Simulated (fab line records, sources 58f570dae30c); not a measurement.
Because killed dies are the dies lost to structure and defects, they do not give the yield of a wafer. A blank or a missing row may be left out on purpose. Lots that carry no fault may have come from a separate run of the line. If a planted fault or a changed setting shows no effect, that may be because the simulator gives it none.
Chamber matching / flow berkeley cmos170 / pecvd-04 running UCB170_V1_CVD_00: 3 sister chambers
The step deposits SiO2 from TEOS/O2, target thk 2000 nm, time 250 s. 3 wafers are shown with their chamber, then 7 later ones without.

## EACH WAFER AND ITS CHAMBER
wafer=L159.3; chamber=1; heater power w (W)=239
wafer=L160.2; chamber=2; heater power w (W)=274
wafer=L160.3; chamber=0; heater power w (W)=266

## WAFERS MISSING THEIR CHAMBER
wafer=L160.4; heater power w (W)=163
wafer=L163.3; heater power w (W)=262
wafer=L163.4; heater power w (W)=181
wafer=L163.6; heater power w (W)=204
wafer=L166.3; heater power w (W)=246
wafer=L166.4; heater power w (W)=180
wafer=L166.5; heater power w (W)=295

## WHICH CHAMBER EACH WENT THROUGH
wafer=L160.4; from the rows above=can't be placed: 1 or 0 or 2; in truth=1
wafer=L163.3; from the rows above=can't be placed: 0 or 2 or 1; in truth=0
wafer=L163.4; from the rows above=can't be placed: 1 or 0 or 2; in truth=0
wafer=L163.6; from the rows above=can't be placed: 1 or 0 or 2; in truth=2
wafer=L166.3; from the rows above=can't be placed: 1 or 0 or 2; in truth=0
wafer=L166.4; from the rows above=can't be placed: 1 or 0 or 2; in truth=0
wafer=L166.5; from the rows above=can't be placed: 2 or 0 or 1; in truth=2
Correctly placed: 0 of 7. Not placeable from these rows: 7 (in 7, the candidates include the true chamber). Wrongly placed: 0.
How it was worked out, from the rows above alone: a wafer's distance from a chamber is the root of the sum, over the readings, of the square of ((its reading less the chamber's mean) divided by the reading's scatter). The wafer belongs to the nearest chamber; if the next one is less than 2 further off, it can't be placed. Each chamber's mean is taken over the wafers shown for it. The scatter: with one shown wafer a chamber, the root of the mean of the squares of how far each hidden wafer lies from its nearest shown one.
